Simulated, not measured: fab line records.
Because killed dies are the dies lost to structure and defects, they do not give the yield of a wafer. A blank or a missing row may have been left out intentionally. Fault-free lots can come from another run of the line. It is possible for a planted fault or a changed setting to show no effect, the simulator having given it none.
fab line records / flow ritCmos / part 2 of 2: steps 36 to 37 of 37
record: lots: 5 wafers: 23
route steps=202 shown ACTIVE@7 NWELL@29 PWELL@47 WELLDRIVE@50 NRETRO@61 PRETRO@65 GATE@84 PLDD@115 SPACER@125 NSD@133 M1@202
startH: the number of hours between the record's first day and the start of the first shown wafer of the lot / waitH: time in hours since the lot's previous step / " repeats the value in the row above / L1.1+2: several wafers, shown together as one row / - no value present, or no start provided / * or withheld: withheld / < > ~ a bound
route shown NAME@n: a module of which the file shows steps, and the number in the route of the first / usual: mean/standard deviation of fault-free wafers / same: alike in all rows / chamber/n: place in a boat / sites: each site's reading / _std_site: the values' standard deviation / _edge_site: mean of outer sites minus mean of inner sites / radiusMm: for every site, how far away it sits from the centre of the wafer / mask NAME#n: copy n / behind: tool/chamber where the wafer was last shaped / hold: the reason the lot was held/the length of the hold in hours/how it ended / device: the n, p or np transistor that did not switch / end of line: the route-end tests of the same wafers / a step without rows: its recipe alone / killed: the dies lost at the first sort to structure and to defects; this is not the yield of the wafer / map: per-die view of a wafer (x killed, . not killed, _ where there is no die)
set.NAME: the setting that was run; set.NAME@STEP: the one run at that earlier step / model.NAME: the simulator's own value behind a step, which no gauge read
lots where settings were altered on purpose, with a table for each step and a row for each wafer
== steps ==
step: RIT_NSD_IMPLANT_08
recipe: species: P energyKev: 25 doseCm2: 1e+15 tiltDeg: 7
lot.wafer=L077.2+3+4 tool=implanter-02 chamber=0 startH=66.64 waitH=0.1 set.doseCm2=1e+15
lot.wafer=L077.5+6 tool=implanter-02 chamber=0 startH=66.64 waitH=0.1 set.doseCm2=1.045e+15
lot.wafer=L079.1+3+4+5+6 tool=implanter-01 chamber=0 startH=76.02 waitH=0.1 set.doseCm2=1e+15
lot.wafer=L082.1+3+4+5+6 tool=implanter-04 chamber=0 startH=90.81 waitH=0.1 set.doseCm2=1e+15
lot.wafer=L083.4+5+6 tool=implanter-04 chamber=0 startH=98.36 waitH=0.1 set.doseCm2=1e+15
lot.wafer=L084.2+5 tool=implanter-02 chamber=0 startH=102.22 waitH=0.1 set.doseCm2=1.06e+15
lot.wafer=L084.3+4+6 tool=implanter-02 chamber=0 startH=102.22 waitH=0.1 set.doseCm2=1e+15
step: RIT_M1_PROBE_99
usual: killed_at_M0_to_M3: 0.0/0.16 killedAtFrontEnd: 7/3.5 killedDies: 7/3.5 killedOpen: 3.5/2.1 killedShort: 3.6/2.4
same: grossDies: 264 killed_at_M4_up: 0 killedAtBackSide: 0 killedAtContacts: 0 killedAtOther: 0
lot.wafer=L077.2 tool=prober-02 chamber=- startH=76.26 waitH=0.1 set.devTempC@GATE_DEVELOP_15=20.79 killed_at_M0_to_M3=0 killedAtFrontEnd=6 killedDies=6 killedOpen=2 killedShort=3 model.etest.nmos_0p3.rOnOhmUm=2058 model.etest.npolyLine.lineOhmUm=191.6 model.etest.pmos_0p3.rOnOhmUm=5962
lot.wafer=L077.3 tool=prober-02 chamber=- startH=76.31 waitH=0.2 set.devTempC@GATE_DEVELOP_15=20.79 killed_at_M0_to_M3=0 killedAtFrontEnd=4 killedDies=4 killedOpen=1 killedShort=2 model.etest.nmos_0p3.rOnOhmUm=2144 model.etest.npolyLine.lineOhmUm=195.5 model.etest.pmos_0p3.rOnOhmUm=6168
lot.wafer=L077.4 tool=prober-02 chamber=- startH=76.36 waitH=0.2 set.devTempC@GATE_DEVELOP_15=20.79 killed_at_M0_to_M3=0 killedAtFrontEnd=8 killedDies=8 killedOpen=5 killedShort=2 model.etest.nmos_0p3.rOnOhmUm=2132 model.etest.npolyLine.lineOhmUm=195.3 model.etest.pmos_0p3.rOnOhmUm=6133
lot.wafer=L077.5 tool=prober-02 chamber=- startH=76.41 waitH=0.2 set.devTempC@GATE_DEVELOP_15=23 killed_at_M0_to_M3=0 killedAtFrontEnd=6 killedDies=6 killedOpen=3 killedShort=3 model.etest.nmos_0p3.rOnOhmUm=2204 model.etest.npolyLine.lineOhmUm=165.9 model.etest.pmos_0p3.rOnOhmUm=6420
lot.wafer=L077.6 tool=prober-02 chamber=- startH=76.46 waitH=0.2 set.devTempC@GATE_DEVELOP_15=23 killed_at_M0_to_M3=0 killedAtFrontEnd=5 killedDies=5 killedOpen=3 killedShort=2 model.etest.nmos_0p3.rOnOhmUm=2172 model.etest.npolyLine.lineOhmUm=168.1 model.etest.pmos_0p3.rOnOhmUm=6372
lot.wafer=L079.1 tool=prober-02 chamber=- startH=85.94 waitH=0.1 set.devTempC@GATE_DEVELOP_15=23 killed_at_M0_to_M3=0 killedAtFrontEnd=5 killedDies=5 killedOpen=2 killedShort=3 model.etest.nmos_0p3.rOnOhmUm=2193 model.etest.npolyLine.lineOhmUm=165.2 model.etest.pmos_0p3.rOnOhmUm=6357
lot.wafer=L079.3 tool=prober-02 chamber=- startH=86.04 waitH=0.2 set.devTempC@GATE_DEVELOP_15=23 killed_at_M0_to_M3=0 killedAtFrontEnd=4 killedDies=4 killedOpen=0 killedShort=4 model.etest.nmos_0p3.rOnOhmUm=2250 model.etest.npolyLine.lineOhmUm=166.8 model.etest.pmos_0p3.rOnOhmUm=6425
lot.wafer=L079.4 tool=prober-02 chamber=- startH=86.09 waitH=0.2 set.devTempC@GATE_DEVELOP_15=21.67 killed_at_M0_to_M3=0 killedAtFrontEnd=7 killedDies=7 killedOpen=6 killedShort=1 model.etest.nmos_0p3.rOnOhmUm=2154 model.etest.npolyLine.lineOhmUm=183.7 model.etest.pmos_0p3.rOnOhmUm=6292
lot.wafer=L079.5 tool=prober-02 chamber=- startH=86.14 waitH=0.2 set.devTempC@GATE_DEVELOP_15=21.67 killed_at_M0_to_M3=0 killedAtFrontEnd=13 killedDies=13 killedOpen=4 killedShort=6 model.etest.nmos_0p3.rOnOhmUm=2159 model.etest.npolyLine.lineOhmUm=181.9 model.etest.pmos_0p3.rOnOhmUm=6174
lot.wafer=L079.6 tool=prober-02 chamber=- startH=86.19 waitH=0.2 set.devTempC@GATE_DEVELOP_15=21.67 killed_at_M0_to_M3=0 killedAtFrontEnd=6 killedDies=6 killedOpen=5 killedShort=1 model.etest.nmos_0p3.rOnOhmUm=2166 model.etest.npolyLine.lineOhmUm=185.4 model.etest.pmos_0p3.rOnOhmUm=6281
lot.wafer=L082.1 tool=prober-01 chamber=- startH=100.87 waitH=0.1 set.devTempC@GATE_DEVELOP_15=23 killed_at_M0_to_M3=0 killedAtFrontEnd=5 killedDies=5 killedOpen=1 killedShort=4 model.etest.nmos_0p3.rOnOhmUm=2249 model.etest.npolyLine.lineOhmUm=165.3 model.etest.pmos_0p3.rOnOhmUm=6431
lot.wafer=L082.3 tool=prober-01 chamber=- startH=100.97 waitH=0.2 set.devTempC@GATE_DEVELOP_15=23 killed_at_M0_to_M3=0 killedAtFrontEnd=6 killedDies=6 killedOpen=4 killedShort=2 model.etest.nmos_0p3.rOnOhmUm=2224 model.etest.npolyLine.lineOhmUm=168.4 model.etest.pmos_0p3.rOnOhmUm=6283
lot.wafer=L082.4 tool=prober-01 chamber=- startH=101.02 waitH=0.2 set.devTempC@GATE_DEVELOP_15=23 killed_at_M0_to_M3=0 killedAtFrontEnd=8 killedDies=8 killedOpen=5 killedShort=3 model.etest.nmos_0p3.rOnOhmUm=2230 model.etest.npolyLine.lineOhmUm=167.2 model.etest.pmos_0p3.rOnOhmUm=6375
lot.wafer=L082.5 tool=prober-01 chamber=- startH=101.07 waitH=0.2 set.devTempC@GATE_DEVELOP_15=23 killed_at_M0_to_M3=0 killedAtFrontEnd=8 killedDies=8 killedOpen=6 killedShort=2 model.etest.nmos_0p3.rOnOhmUm=2240 model.etest.npolyLine.lineOhmUm=166.1 model.etest.pmos_0p3.rOnOhmUm=6324
lot.wafer=L082.6 tool=prober-01 chamber=- startH=101.12 waitH=0.2 set.devTempC@GATE_DEVELOP_15=23 killed_at_M0_to_M3=0 killedAtFrontEnd=11 killedDies=11 killedOpen=5 killedShort=6 model.etest.nmos_0p3.rOnOhmUm=2262 model.etest.npolyLine.lineOhmUm=164.2 model.etest.pmos_0p3.rOnOhmUm=6413
lot.wafer=L083.4 tool=prober-02 chamber=- startH=108.23 waitH=0.2 set.devTempC@GATE_DEVELOP_15=23 killed_at_M0_to_M3=0 killedAtFrontEnd=6 killedDies=6 killedOpen=4 killedShort=2 model.etest.nmos_0p3.rOnOhmUm=2176 model.etest.npolyLine.lineOhmUm=165.2 model.etest.pmos_0p3.rOnOhmUm=6202
lot.wafer=L083.5 tool=prober-02 chamber=- startH=108.28 waitH=0.2 set.devTempC@GATE_DEVELOP_15=23 killed_at_M0_to_M3=0 killedAtFrontEnd=6 killedDies=6 killedOpen=2 killedShort=4 model.etest.nmos_0p3.rOnOhmUm=2177 model.etest.npolyLine.lineOhmUm=165.5 model.etest.pmos_0p3.rOnOhmUm=6273
lot.wafer=L083.6 tool=prober-02 chamber=- startH=108.33 waitH=0.2 set.devTempC@GATE_DEVELOP_15=23 killed_at_M0_to_M3=0 killedAtFrontEnd=7 killedDies=7 killedOpen=3 killedShort=4 model.etest.nmos_0p3.rOnOhmUm=2177 model.etest.npolyLine.lineOhmUm=159.7 model.etest.pmos_0p3.rOnOhmUm=6155
lot.wafer=L084.2 tool=prober-01 chamber=- startH=112.28 waitH=0.1 set.devTempC@GATE_DEVELOP_15=25.48 killed_at_M0_to_M3=1 killedAtFrontEnd=10 killedDies=11 killedOpen=5 killedShort=4 model.etest.nmos_0p3.rOnOhmUm=2260 model.etest.npolyLine.lineOhmUm=136.9 model.etest.pmos_0p3.rOnOhmUm=6772
lot.wafer=L084.3 tool=prober-01 chamber=- startH=112.33 waitH=0.2 set.devTempC@GATE_DEVELOP_15=25.48 killed_at_M0_to_M3=0 killedAtFrontEnd=10 killedDies=10 killedOpen=3 killedShort=2 model.etest.nmos_0p3.rOnOhmUm=2250 model.etest.npolyLine.lineOhmUm=137.2 model.etest.pmos_0p3.rOnOhmUm=6733
lot.wafer=L084.4 tool=prober-01 chamber=- startH=112.38 waitH=0.2 set.devTempC@GATE_DEVELOP_15=23 killed_at_M0_to_M3=0 killedAtFrontEnd=6 killedDies=6 killedOpen=3 killedShort=3 model.etest.nmos_0p3.rOnOhmUm=2103 model.etest.npolyLine.lineOhmUm=163.4 model.etest.pmos_0p3.rOnOhmUm=6185
lot.wafer=L084.5 tool=prober-01 chamber=- startH=112.43 waitH=0.2 set.devTempC@GATE_DEVELOP_15=23 killed_at_M0_to_M3=0 killedAtFrontEnd=8 killedDies=8 killedOpen=3 killedShort=4 model.etest.nmos_0p3.rOnOhmUm=2112 model.etest.npolyLine.lineOhmUm=158.2 model.etest.pmos_0p3.rOnOhmUm=6315
lot.wafer=L084.6 tool=prober-01 chamber=- startH=112.48 waitH=0.2 set.devTempC@GATE_DEVELOP_15=25.48 killed_at_M0_to_M3=0 killedAtFrontEnd=14 killedDies=14 killedOpen=5 killedShort=8 model.etest.nmos_0p3.rOnOhmUm=2231 model.etest.npolyLine.lineOhmUm=137.4 model.etest.pmos_0p3.rOnOhmUm=6654
killed by level:class
L077.2 FOX1:geometricParticle:open=1 FOX1:geometricParticle:short=1 FOX2:geometricParticle:short=1 FOX2:geometricParticle:open=1 GATE:geometricParticle:short=1 GATE:areaDevelop=1
L077.3 FOX1:geometricParticle:short=1 GATE:geometricParticle:short=1 REOX:geometricParticle:open=1 GATE:areaDevelop=1
L077.4 GATE:geometricParticle:open=3 GATE:geometricParticle:short=2 SPACER:geometricParticle:open=2 GATE:areaDevelop=1
L077.5 FOX1:geometricParticle:short=2 GATE:geometricParticle:open=2 SPACER:geometricParticle:open=1 SPACER:geometricParticle:short=1
L077.6 FOX1:geometricParticle:open=1 GATE:geometricParticle:open=1 GATE:geometricParticle:short=1 REOX:geometricParticle:short=1 SPACER:geometricParticle:open=1
L079.1 FOX2:geometricParticle:short=1 FOX2:geometricParticle:open=1 GATE:geometricParticle:open=1 REOX:geometricParticle:short=1 SPACER:geometricParticle:short=1
L079.3 GATE:geometricParticle:short=2 FOX2:geometricParticle:short=1 SPACER:geometricParticle:short=1
L079.4 FOX1:geometricParticle:open=3 GATE:geometricParticle:open=2 REOX:geometricParticle:open=1 SPACER:geometricParticle:short=1
L079.5 GATE:geometricParticle:short=3 GATE:areaEtch=3 GATE:geometricParticle:open=2 SILICIDE:geometricParticle:short=2 REOX:geometricParticle:short=1 REOX:geometricParticle:open=1 SILICIDE:geometricParticle:open=1
L079.6 GATE:geometricParticle:open=2 SILICIDE:geometricParticle:open=2 FOX1:geometricParticle:short=1 SPACER:geometricParticle:open=1
L082.1 GATE:geometricParticle:short=3 GATE:geometricParticle:open=1 SPACER:geometricParticle:short=1
L082.3 FOX2:geometricParticle:short=2 REOX:geometricParticle:open=2 GATE:geometricParticle:open=1 SILICIDE:geometricParticle:open=1
L082.4 GATE:geometricParticle:open=2 REOX:geometricParticle:short=2 REOX:geometricParticle:open=2 FOX1:geometricParticle:short=1 FOX1:geometricParticle:open=1
L082.5 REOX:geometricParticle:open=3 GATE:geometricParticle:open=2 REOX:geometricParticle:short=1 SPACER:geometricParticle:short=1 SILICIDE:geometricParticle:open=1
L082.6 GATE:geometricParticle:short=3 FOX1:geometricParticle:open=2 SILICIDE:geometricParticle:open=2 FOX1:geometricParticle:short=1 FOX2:geometricParticle:open=1 FOX2:geometricParticle:short=1 REOX:geometricParticle:short=1
L083.4 GATE:geometricParticle:open=2 FOX1:geometricParticle:open=1 GATE:geometricParticle:short=1 SPACER:geometricParticle:open=1 SILICIDE:geometricParticle:short=1
L083.5 GATE:geometricParticle:short=3 FOX1:geometricParticle:open=1 GATE:geometricParticle:open=1 SPACER:geometricParticle:short=1
L083.6 GATE:geometricParticle:open=3 GATE:geometricParticle:short=3 FOX1:geometricParticle:short=1
L084.2 FOX1:geometricParticle:short=3 FOX1:geometricParticle:open=2 GATE:areaDevelop=2 FOX2:geometricParticle:open=1 GATE:geometricParticle:short=1 SILICIDE:geometricParticle:open=1 M1:geometricParticle:open=1
L084.3 GATE:areaDevelop=5 SILICIDE:geometricParticle:open=2 GATE:geometricParticle:open=1 REOX:geometricParticle:short=1 SPACER:geometricParticle:short=1
L084.4 REOX:geometricParticle:open=2 SILICIDE:geometricParticle:short=2 GATE:geometricParticle:short=1 GATE:geometricParticle:open=1
L084.5 GATE:geometricParticle:short=3 GATE:geometricParticle:open=2 FOX1:geometricParticle:open=1 SPACER:geometricParticle:short=1 PSD:coatMicrobubblePrinted=1
L084.6 REOX:geometricParticle:short=2 SPACER:geometricParticle:short=2 SILICIDE:geometricParticle:open=2 FOX1:geometricParticle:short=1 FOX1:geometricParticle:open=1 FOX2:geometricParticle:short=1 GATE:geometricParticle:open=1 GATE:geometricParticle:short=1
== key ==
split: step: RIT_ACTIVE_COAT_06 setting: spinRpm stated: 3250 by: wafer
response: step: RIT_ACTIVE_COAT_06 reading: model.NOVOLAK_of_ACTIVE_COAT_06.thkNm change: -5.62 per: 1% r: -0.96
response: step: RIT_ACTIVE_HARDBAKE_12 reading: model.NOVOLAK_of_ACTIVE_COAT_06.thkNm change: -4.92 per: 1% r: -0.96
split: step: RIT_ACTIVE_SOFTBAKE_07 setting: timeS stated: 60 by: wafer
response none clear
split: step: RIT_NWELL_COAT_01 setting: resistThkNm stated: 1300 by: wafer
response: step: RIT_NWELL_COAT_01 reading: model.NOVOLAK_of_NWELL_COAT_01.thkNm change: +13.3 per: 1% r: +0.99
response: step: RIT_NWELL_HARDBAKE_07 reading: model.NOVOLAK_of_NWELL_COAT_01.thkNm change: +11.5 per: 1% r: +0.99
split: step: RIT_NWELL_IMPLANT_08 setting: energyKev stated: 170 by: wafer
response: step: RIT_NWELL_IMPLANT_08 reading: model.implant.rpNm change: +2.17 per: 1% r: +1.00
response: step: RIT_NWELL_IMPLANT_08 reading: model.implant.drpNm change: +0.509 per: 1% r: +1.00
split: step: RIT_PWELL_IMPLANT_08 setting: doseCm2 stated: 7e+13 by: wafer
response: step: RIT_PWELL_TW_MEAS_10 reading: PWELL_TW change: +3.18 per: 1% r: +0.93
response: step: RIT_WELLDRIVE_RS_MEAS_02 reading: PWELL_RS change: -2.58 per: 1% r: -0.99
split: step: RIT_NRETRO_IMPLANT_08 setting: energyKev stated: 70 by: wafer
response: step: RIT_NRETRO_IMPLANT_08 reading: model.implant.rpNm change: +0.859 per: 1% r: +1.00
response: step: RIT_NRETRO_IMPLANT_08 reading: model.implant.drpNm change: +0.285 per: 1% r: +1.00
split: step: RIT_PRETRO_COAT_01 setting: spinRpm stated: 2000 by: wafer
response: step: RIT_PRETRO_COAT_01 reading: model.NOVOLAK_of_PRETRO_COAT_01.thkNm change: -6.35 per: 1% r: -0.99
response: step: RIT_PRETRO_HARDBAKE_07 reading: model.NOVOLAK_of_PRETRO_COAT_01.thkNm change: -5.47 per: 1% r: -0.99
split: step: RIT_GATE_CVD_08 setting: pressureMtorr stated: 300 by: lot
response: step: RIT_GATE_CVD_08 reading: model.poly-Si_of_GATE_CVD_08.thkNm change: +1.3 per: 1% r: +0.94
response: step: RIT_SPACER_ETCHBACK_05 reading: model.poly-Si_of_GATE_CVD_08.thkNm change: +1.35 per: 1% r: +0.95
split: step: RIT_GATE_DEVELOP_15 setting: devTempC stated: 23 by: wafer
response: step: RIT_M1_PROBE_99 reading: model.etest.nmos_0p3.rOnOhmUm change: +10.8 per: 1% r: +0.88
response: step: RIT_M1_PROBE_99 reading: model.etest.pmos_0p3.rOnOhmUm change: +36.6 per: 1% r: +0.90
response: step: RIT_M1_PROBE_99 reading: model.etest.npolyLine.lineOhmUm change: -2.55 per: 1% r: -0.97
split: step: RIT_PLDD_COAT_01 setting: resistThkNm stated: 1000 by: wafer
response: step: RIT_PLDD_COAT_01 reading: model.NOVOLAK_of_PLDD_COAT_01.thkNm change: +9.93 per: 1% r: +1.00
response: step: RIT_PLDD_HARDBAKE_07 reading: model.NOVOLAK_of_PLDD_COAT_01.thkNm change: +8.69 per: 1% r: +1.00
split: step: RIT_PLDD_STRIP_09 setting: o2FlowSccm stated: 4000 by: wafer
response none clear
split: step: RIT_NSD_SOFTBAKE_02 setting: tempC stated: 90 by: wafer
response: step: RIT_NSD_SOFTBAKE_02 reading: model.NOVOLAK_of_NSD_COAT_01.thkNm change: -2.33 per: 1% r: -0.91
split: step: RIT_NSD_IMPLANT_08 setting: doseCm2 stated: 1e+15 by: wafer
response none in this file
